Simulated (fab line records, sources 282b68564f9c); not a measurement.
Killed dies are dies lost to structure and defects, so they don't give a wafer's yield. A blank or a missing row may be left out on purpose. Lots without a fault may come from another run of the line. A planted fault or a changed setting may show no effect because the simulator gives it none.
fab line records | flow rit_cmos
record lots=6 wafers=18 last_day=6
route steps=202 shown PLDD@116 SPACER@125 M1@202
lots that met no fault: from a run of the same line without faults
start_h: hours from the record's first day to the start of the lot's first wafer shown | wait_h: hours since the lot's step before | " the same as in the row above | L1.1+2: a row that stands for several wafers | - no value, or no start given | * or withheld: withheld | < > ~ a bound
route shown NAME@n: a module of which the file shows steps, and the number in the route of the first | usual: mean/standard deviation of fault-free wafers | same: alike in all rows | chamber/n: place in a boat | sites: the reading at each site | _std_site: their standard deviation | _edge_site: outer sites' mean less inner sites' | radius_mm: how far each site lies from the wafer's centre | mask NAME#n: copy n | behind: the tool/chamber that last shaped the wafer | hold: why the lot was held/for how many hours/how that ended | device: the transistor (n, p or np) that didn't switch | end of line: the same wafers' tests at the end of the route | a step without rows: its recipe alone | killed: dies lost to structure and defects at the first sort, not the wafer's yield | map: a wafer's dies, x killed, . not, _ none there
set.NAME: the setting as run; set.NAME@STEP: as run at that earlier step | model.NAME: the simulator's own value behind a step, which no gauge read
lots at some steps of the route; a table a step, a row a wafer
services: from which hour (start_h, from the record's first day; less than 0 if before it) a tool's chamber was out of use, for how many hours, and why
## steps
# step RIT_PLDD_SOFTBAKE_02
# recipe resist=NOVOLAK temp_c=90 time_s=60
# step RIT_PLDD_EXPOSE_03
# recipe mask_id=M8 na=0.57 target_cd_nm=40900 dose_mj=250
# step RIT_PLDD_PEB_04
# recipe resist=NOVOLAK temp_c=withheld time_s=withheld
# step RIT_PLDD_DEVELOP_05
# recipe resist=NOVOLAK develop_time_s=50 dev_temp_c=23
# step RIT_PLDD_OVL_MEAS_06
# usual PLDD_OVL=-0.2/1.6
# columns lot.wafer tool chamber start_h wait_h PLDD_OVL[nm]
L520.2 overlay-01 - 51.30 - 2.6
L520.3 " - " " 0.6
L520.5 " - " " -0.7
L523.2 overlay-02 - 74.88 - 1.2
L523.4 " - " " 1.7
L523.6 " - " " 1.8
L526.2 overlay-01 - 89.43 - 0.7
L526.5 " - " " 1.4
L526.6 " - " " 0.9
L528.3 overlay-02 - 94.90 - 2.0
L528.5 " - " " 1.0
L528.6 " - " " 0.6
L535.1 overlay-02 - 126.22 - 1.5
L535.3 " - " " 3.2
L535.6 " - " " 1.8
L537.2 overlay-01 - 134.40 - -0.8
L537.4 " - " " -0.4
L537.5 " - " " -1.9
# step RIT_PLDD_HARDBAKE_07
# recipe resist=NOVOLAK temp_c=140 time_s=60
# step RIT_PLDD_IMPLANT_08
# recipe species=BF2 energy_kev=20 dose_cm2=9.109e+14 tilt_deg=7
# step RIT_PLDD_STRIP_09
# recipe chemistry=O2 time_s=180 resist=NOVOLAK platen_temp_c=withheld power_w=500 pressure_mtorr=4000 o2_flow_sccm=4000
# usual drypump_motor_current_A=6.0/0.37
# columns lot.wafer tool chamber start_h wait_h drypump_motor_current_A rf_hours_counter_h
L520.2 plasma_asher-01 1 51.63 0.1 6.4 37
L520.3 " 0 " " 5.5 -
L520.5 " 0 " " 5.5 -
L523.2 plasma_asher-02 1 75.21 0.1 6.5 43
L523.4 " 1 " " 6.5 -
L523.6 " 0 " " 5.7 -
L526.2 plasma_asher-02 1 89.76 0.1 6.5 44
L526.5 " 1 " " 6.6 -
L526.6 " 0 " " 5.6 -
L528.3 plasma_asher-04 0 95.29 0.1 6.0 -
L528.5 " 1 " " 5.8 -
L528.6 " 0 " " 6.0 -
L535.1 plasma_asher-04 1 126.56 0.1 5.8 50
L535.3 " 1 " " 5.8 -
L535.6 " 1 " " 5.8 -
L537.2 plasma_asher-01 1 134.73 0.1 6.4 2
L537.4 " 0 " " 5.4 -
L537.5 " 0 " " 5.5 -
# step RIT_PLDD_TW_MEAS_10
# usual PLDD_TW=2359/15
# columns lot.wafer tool chamber start_h wait_h PLDD_TW
L520.2 film_metro-03 - 51.82 0.1 2347
L520.3 " - " " 2352
L520.5 " - " " 2353
L523.2 film_metro-03 - 75.40 0.1 2362
L523.4 " - " " 2368
L523.6 " - " " 2378
L526.2 film_metro-04 - 89.94 0.1 2356
L526.5 " - " " 2357
L526.6 " - " " 2347
L528.3 film_metro-03 - 95.42 0.1 2365
L528.5 " - " " 2356
L528.6 " - " " 2360
L535.1 film_metro-01 - 126.73 0.1 2380
L535.3 " - " " 2363
L535.6 " - " " 2369
L537.2 film_metro-01 - 134.91 0.1 2374
L537.4 " - " " 2381
L537.5 " - " " 2378
# step RIT_SPACER_CLEAN_00
# recipe chemistry=SC1 mix=3:3:50 time_s=600 temp_c=75
# step RIT_SPACER_CLEAN_01
# recipe chemistry=dHF dilution=50:1 time_s=30
# step RIT_SPACER_CLEAN_02
# recipe chemistry=SC2 mix=3:3:50 time_s=600 temp_c=75 dry=n2_spin
# step RIT_SPACER_CVD_03
# recipe material=Si3N4 target_thk_nm=250 temp_c=810 precursor=SiH2Cl2/NH3 time_s=3300 pressure_mtorr=300 sih2cl2_flow_sccm=60 nh3_flow_sccm=150
# usual pressure_mtorr=299.9/0.61 spike_tc_centre_C=812.7/1.4 spike_tc_load_C=832.5/2.2 spike_tc_source_C=830.0/2.9
# columns lot.wafer tool chamber start_h wait_h pressure_mtorr spike_tc_centre_C spike_tc_load_C spike_tc_source_C model.Si3N4_of_SPACER_CVD_03.thk_nm
L520.2 lpcvd-02 0 53.06 0.8 299.9 814.3 836.0 828.6 246.2
L520.3 " 0 " " 299.4 813.3 835.5 827.2 245.4
L520.5 " 0 " " 299.8 814.9 835.3 826.0 249.7
L523.2 lpcvd-02 1 75.83 0.0 299.6 811.0 834.9 835.4 255.3
L523.4 " 1 " " 299.2 812.5 831.8 833.0 255.3
L523.6 " 1 " " 299.3 812.6 832.8 834.0 254.8
L526.2 lpcvd-02 0 90.36 0.0 300.9 834.0 854.7 847.3 353
L526.5 " 0 " " 301.0 833.5 854.4 845.6 352.3
L526.6 " 0 " " 300.4 834.9 856.2 847.1 356.4
L528.3 lpcvd-02 0 95.84 0.0 300.5 834.8 855.9 847.7 355.4
L528.5 " 0 " " 300.4 833.6 854.1 847.2 352.2
L528.6 " 0 " " 300.6 833.7 855.2 845.5 354.1
L535.1 lpcvd-01 0 127.19 0.0 299.9 810.5 829.7 831.8 250.8
L535.3 " 0 " " 299.5 812.0 830.4 831.1 252.6
L535.6 " 0 " " 299.5 813.6 829.7 831.5 252.6
L537.2 lpcvd-01 1 135.35 0.0 299.1 811.6 829.4 831.0 249.8
L537.4 " 1 " " 299.4 810.5 832.5 831.1 249.5
L537.5 " 1 " " 300.0 811.0 830.2 828.1 249.3
# step RIT_SPACER_THK_MEAS_04
# recipe reads=Si3N4_of_SPACER_CVD_03
# usual SPACER_NITRIDE_THK=250.1/2.7
# columns lot.wafer tool chamber start_h wait_h hold SPACER_NITRIDE_THK[nm]
L520.2 film_metro-04 - 54.98 0.0 - 246.3
L520.3 " - " " - 245.4
L520.5 " - " " - 249.8
L523.2 film_metro-04 - 77.75 0.0 - 255.2
L523.4 " - " " - 255.5
L523.6 " - " " - 254.7
L526.2 film_metro-03 - 93.24 0.0 await_dispo/0.2h/release 352.8
L526.5 " - " " await_dispo/0.2h/release 352.5
L526.6 " - " " await_dispo/0.2h/release 356.3
L526.2 film_metro-03 - 93.47 0.2 - 352.7
L526.5 " - " " - 352.3
L526.6 " - " " - 356.3
L528.3 film_metro-02 - 97.78 0.0 await_dispo/0.2h/release 355.4
L528.5 " - " " await_dispo/0.2h/release 352.4
L528.6 " - " " await_dispo/0.2h/release 354.1
L528.3 film_metro-02 - 98.06 0.3 - 355.4
L528.5 " - " " - 352.4
L528.6 " - " " - 353.8
L535.1 film_metro-02 - 129.11 0.0 - 250.7
L535.3 " - " " - 252.5
L535.6 " - " " - 252.6
L537.2 film_metro-02 - 137.27 0.0 - 250.0
L537.4 " - " " - 249.6
L537.5 " - " " - 249.1
# step RIT_SPACER_ETCHBACK_05
# recipe target_depth_a=2500 SF6_flow_sccm=30 CHF3_flow_sccm=30 target=Si3N4 chemistry=SF6/CHF3 pressure_mtorr=40 rf_w=250 time_s=240 stop_on=SiO2
# usual drypump_motor_current_A=5.6/0.52 oes_product_au=0.847/0.01 throttle_valve_pct=10.28/0.1
# columns lot.wafer tool chamber start_h wait_h hold drypump_motor_current_A oes_product_au rf_hours_counter_h throttle_valve_pct model.Si3N4_of_SPACER_CVD_03.thk_nm model.etch.depth_nm
L520.2 rie_diel-02 1 55.03 0.0 - 5.8 0.841 159 10.22 192.5 246.2
L520.3 " 0 " " - 6.1 0.838 18 10.29 191.9 245.4
L520.5 " 1 " " - 5.8 0.854 - 10.23 195.5 249.7
L523.2 rie_diel-02 3 77.80 0.0 - 6.1 0.876 0 10.19 200.8 255.3
L523.4 " 1 " " - 5.8 0.874 160 10.23 199 255.3
L523.6 " 3 " " - 6.1 0.864 - 10.18 200.4 254.8
L526.2 rie_diel-01 3 95.20 1.7 await_dispo/1.7h/release 4.9 1.008 160 10.33 277 311.4
L526.5 " 3 " " await_dispo/1.7h/release 4.9 1.015 - 10.33 276.2 312.3
L526.6 " 0 " " await_dispo/1.7h/release 4.7 1.048 - 10.45 276.5 324.1
L528.3 rie_diel-02 0 99.81 1.7 await_dispo/1.7h/release 6.1 1.001 19 10.34 278.9 311.4
L528.5 " 3 " " await_dispo/1.7h/release 6.1 1.015 - 10.26 276 313
L528.6 " 0 " " await_dispo/1.7h/release 6.1 0.995 - 10.34 277.6 312.4
L535.1 rie_diel-01 1 129.17 0.1 - 5.8 0.849 139 10.43 196.3 250.8
L535.3 " 3 " " - 4.9 0.858 0 10.25 199.6 252.6
L535.6 " 2 " " - 5.5 0.847 - 10.24 198.8 252.6
L537.2 rie_diel-02 3 137.32 0.0 - 6.1 0.851 1 10.20 194.2 249.8
L537.4 " 0 " " - 6.1 0.847 - 10.27 195.5 249.5
L537.5 " 2 " " - 5.2 0.840 - 10.25 196 249.3
# step RIT_M1_PROBE_99
# usual killed_at_contacts=0.0/0.2 killed_at_front_end=6.8/3 killed_dies=6.9/3 killed_on_rim=1.9/1.5 killed_open=3.3/1.9 killed_short=3.6/1.9
# same gross_dies=264 killed_at_M0_to_M3=0 killed_at_M4_up=0 killed_at_back_side=0 killed_at_other=0
# columns lot.wafer tool chamber start_h wait_h hold killed_at_contacts killed_at_front_end killed_dies killed_on_rim killed_open killed_short
L520.2 prober-01 - 66.64 0.1 - 0 5 5 0 3 2
L520.3 prober-01 - 66.69 0.2 - 0 10 10 1 7 3
L520.5 prober-01 - 66.79 0.2 - 0 7 7 2 5 2
L523.2 prober-02 - 89.05 0.1 - 0 7 7 0 2 5
L523.4 prober-02 - 89.15 0.2 - 1 4 5 0 2 3
L523.6 prober-02 - 89.25 0.2 - 0 8 8 3 2 6
L526.2 prober-02 - 110.66 2.1 await_dispo/2.1h/scrap 0 264 264 70 7 6
L526.5 prober-02 - 110.81 2.2 await_dispo/2.1h/scrap 0 264 264 70 4 6
L526.6 prober-02 - 110.86 2.2 await_dispo/2.1h/scrap 0 264 264 70 4 4
L528.3 prober-02 - 113.24 1.1 await_dispo/1.0h/scrap 0 264 264 70 7 3
L528.5 prober-02 - 113.34 1.2 await_dispo/1.0h/scrap 0 264 264 70 5 2
L528.6 prober-02 - 113.39 1.2 await_dispo/1.0h/scrap 0 264 264 70 7 2
L535.1 prober-02 - 140.25 0.1 - 0 4 4 2 2 2
L535.3 prober-02 - 140.35 0.2 - 0 7 7 1 3 4
L535.6 prober-02 - 140.50 0.2 - 0 4 4 2 3 1
L537.2 prober-02 - 148.04 0.1 - 0 13 13 3 6 7
L537.4 prober-02 - 148.14 0.2 - 0 5 5 0 2 3
L537.5 prober-02 - 148.19 0.2 - 0 4 4 0 2 2
# killed by level:class
L520.2 GATE:geometric_particle:open=1 SPACER:geometric_particle:open=1 SPACER:geometric_particle:short=1 SILICIDE:geometric_particle:short=1 SILICIDE:geometric_particle:open=1
L520.3 GATE:geometric_particle:open=3 SPACER:geometric_particle:short=2 FOX1:geometric_particle:open=1 REOX:geometric_particle:open=1 SPACER:geometric_particle:open=1 SILICIDE:geometric_particle:short=1 SILICIDE:geometric_particle:open=1
L520.5 GATE:geometric_particle:open=2 FOX1:geometric_particle:open=1 GATE:geometric_particle:short=1 REOX:geometric_particle:short=1 SPACER:geometric_particle:open=1 SILICIDE:geometric_particle:open=1
L523.2 SPACER:geometric_particle:short=2 SILICIDE:geometric_particle:short=2 GATE:geometric_particle:open=1 GATE:geometric_particle:short=1 REOX:geometric_particle:open=1
L523.4 SPACER:geometric_particle:short=2 FOX1:geometric_particle:open=1 SPACER:geometric_particle:open=1 CONTACT:geometric_particle:short=1
L523.6 GATE:geometric_particle:short=3 SPACER:geometric_particle:short=2 FOX1:geometric_particle:short=1 GATE:geometric_particle:open=1 REOX:geometric_particle:open=1
L526.2 SPACER:area_etchback=251 SILICIDE:geometric_particle:short=4 SILICIDE:geometric_particle:open=3 GATE:geometric_particle:open=2 GATE:geometric_particle:short=2 FOX2:geometric_particle:open=1 REOX:geometric_particle:open=1
L526.5 SPACER:area_etchback=254 SILICIDE:geometric_particle:short=3 REOX:geometric_particle:short=2 SILICIDE:geometric_particle:open=2 FOX2:geometric_particle:open=1 REOX:geometric_particle:open=1 SPACER:geometric_particle:short=1
L526.6 SPACER:area_etchback=256 FOX1:geometric_particle:short=2 FOX1:geometric_particle:open=2 GATE:geometric_particle:open=1 REOX:geometric_particle:short=1 SILICIDE:geometric_particle:open=1 SILICIDE:geometric_particle:short=1
L528.3 SPACER:area_etchback=254 REOX:geometric_particle:open=3 GATE:geometric_particle:short=2 FOX2:geometric_particle:open=1 GATE:geometric_particle:open=1 SPACER:geometric_particle:open=1 SPACER:geometric_particle:short=1 SILICIDE:geometric_particle:open=1
L528.5 SPACER:area_etchback=257 FOX1:geometric_particle:open=2 GATE:geometric_particle:open=2 GATE:geometric_particle:short=1 REOX:geometric_particle:open=1 SILICIDE:geometric_particle:short=1
L528.6 SPACER:area_etchback=255 GATE:geometric_particle:open=3 REOX:geometric_particle:open=3 FOX1:geometric_particle:short=1 GATE:geometric_particle:short=1 SILICIDE:geometric_particle:open=1
L535.1 GATE:geometric_particle:open=1 GATE:geometric_particle:short=1 SPACER:geometric_particle:open=1 SILICIDE:geometric_particle:short=1
L535.3 REOX:geometric_particle:short=2 SPACER:geometric_particle:short=2 FOX1:geometric_particle:open=1 GATE:geometric_particle:open=1 SILICIDE:geometric_particle:open=1
L535.6 GATE:geometric_particle:open=3 SPACER:geometric_particle:short=1
L537.2 SPACER:geometric_particle:short=3 FOX2:geometric_particle:open=2 REOX:geometric_particle:open=2 SPACER:geometric_particle:open=2 FOX2:geometric_particle:short=1 GATE:geometric_particle:short=1 REOX:geometric_particle:short=1 SILICIDE:geometric_particle:short=1
L537.4 FOX1:geometric_particle:open=2 FOX1:geometric_particle:short=1 REOX:geometric_particle:short=1 SPACER:geometric_particle:short=1
L537.5 FOX1:geometric_particle:open=2 FOX1:geometric_particle:short=2
# map L526.2 (x killed, . not)
________xxxxxxx_______
_____xxxxxxxxxxxxx____
____xxxxxxxxxxxxxxx___
___xxxxxxxxxxxxxxxxx__
__xxxxxxxxxxxxxxxxxxx_
__xxxxxxxxxxxxxxxxxxx_
_xxxxxxxxxxxxxxxxxxxxx
_xxxxxxxxxxxxxxxxxxxxx
_xxxxxxxxxxxxxxxxxxxxx
_xxxxxxxxxxxxxxxxxxxxx
__xxxxxxxxxxxxxxxxxxx_
__xxxxxxxxxxxxxxxxxxx_
___xxxxxxxxxxxxxxxxx__
____xxxxxxxxxxxxxxx___
_____xxxxxxxxxxxxx____
________xxxxxxx_______
# map L528.3 (x killed, . not)
________xxxxxxx_______
_____xxxxxxxxxxxxx____
____xxxxxxxxxxxxxxx___
___xxxxxxxxxxxxxxxxx__
__xxxxxxxxxxxxxxxxxxx_
__xxxxxxxxxxxxxxxxxxx_
_xxxxxxxxxxxxxxxxxxxxx
_xxxxxxxxxxxxxxxxxxxxx
_xxxxxxxxxxxxxxxxxxxxx
_xxxxxxxxxxxxxxxxxxxxx
__xxxxxxxxxxxxxxxxxxx_
__xxxxxxxxxxxxxxxxxxx_
___xxxxxxxxxxxxxxxxx__
____xxxxxxxxxxxxxxx___
_____xxxxxxxxxxxxx____
________xxxxxxx_______
## services
# columns tool chamber start_h hours kind
rie_diel-01 2 33.21 - clean
rie_diel-01 2 33.21 17.4 scheduled_down
rie_diel-01 2 33.21 17.4 vent_cycle
rie_diel-02 0 39.08 3.2 repair
rie_diel-02 3 42.77 4.6 repair
plasma_asher-04 - 46.25 2.0 repair
rie_diel-02 3 52.75 - clean
rie_diel-02 3 52.75 - consumable_replace:esc
rie_diel-02 3 52.75 23.4 scheduled_down
rie_diel-02 3 52.75 23.4 vent_cycle
rie_diel-02 - 64.26 4.1 repair
rie_diel-02 0 68.20 5.4 repair
rie_diel-01 3 105.95 - clean
rie_diel-01 3 105.95 18.8 scheduled_down
rie_diel-01 3 105.95 18.8 vent_cycle
plasma_asher-01 - 108.75 9.0 pm
plasma_asher-01 0 108.75 9.0 vent_cycle
plasma_asher-01 1 108.75 9.0 vent_cycle
plasma_asher-01 0 117.75 - clean
plasma_asher-01 1 117.75 - clean
rie_diel-02 1 119.49 15.3 repair
rie_diel-02 1 134.80 - clean
rie_diel-02 1 134.80 30.0 scheduled_down
rie_diel-02 1 134.80 30.0 vent_cycle
## key
first_sign step=RIT_SPACER_CVD_03 reading=spike_tc_centre_C direction=up sigmas=15 usual=812.7 struck=834.1
effect step=RIT_SPACER_CVD_03 reading=spike_tc_load_C direction=up sigmas=10 usual=832.5 struck=855.1
effect step=RIT_SPACER_THK_MEAS_04 reading=visit direction=added
effect step=RIT_SPACER_THK_MEAS_04 reading=SPACER_NITRIDE_THK direction=up sigmas=39 usual=250.1 struck=353.9
effect step=RIT_SPACER_ETCHBACK_05 reading=oes_product_au direction=up sigmas=16 usual=0.847 struck=1.014
effect step=RIT_M1_PROBE_99 reading=killed_dies direction=up sigmas=87 usual=6.9 struck=264
model_effect step=RIT_SPACER_CVD_03 value=Si3N4_of_SPACER_CVD_03.thk_nm without=249.3 struck=353.9
model_effect step=RIT_SPACER_ETCHBACK_05 value=Si3N4_of_SPACER_CVD_03.thk_nm without=195.2 struck=277
more_kills_born_at RIT_SPACER_ETCHBACK_05@rie_diel-02=766 RIT_SPACER_ETCHBACK_05@rie_diel-01=761
met_at RIT_SPACER_CVD_03
struck_wafers L526.2,L526.5,L526.6,L528.3,L528.5,L528.6
later_rows_left_out L526.2,L526.5,L526.6,L528.3,L528.5,L528.6
tester_left_out L526,L528
onset_between 53.06 90.36
fault kind=process_parameter_drift tool=lpcvd-02 chamber=0 onset_h=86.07 steps=RIT_SPACER_CVD_03 channel=temp_c offset=* shape=step end_h=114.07 acts_in=* stated=*
# tester_left_out: of these lots the tester's yield and bins aren't shown, on N5 and GAA mostly nor the transistor test; their killed dies are dies lost to structure and defects alone, not to doping, threshold or leakage, so they don't give the yield
# later_rows_left_out: the simulator's readings of these wafers behind a module that went badly wrong aren't trusted and aren't shown, but for the sort
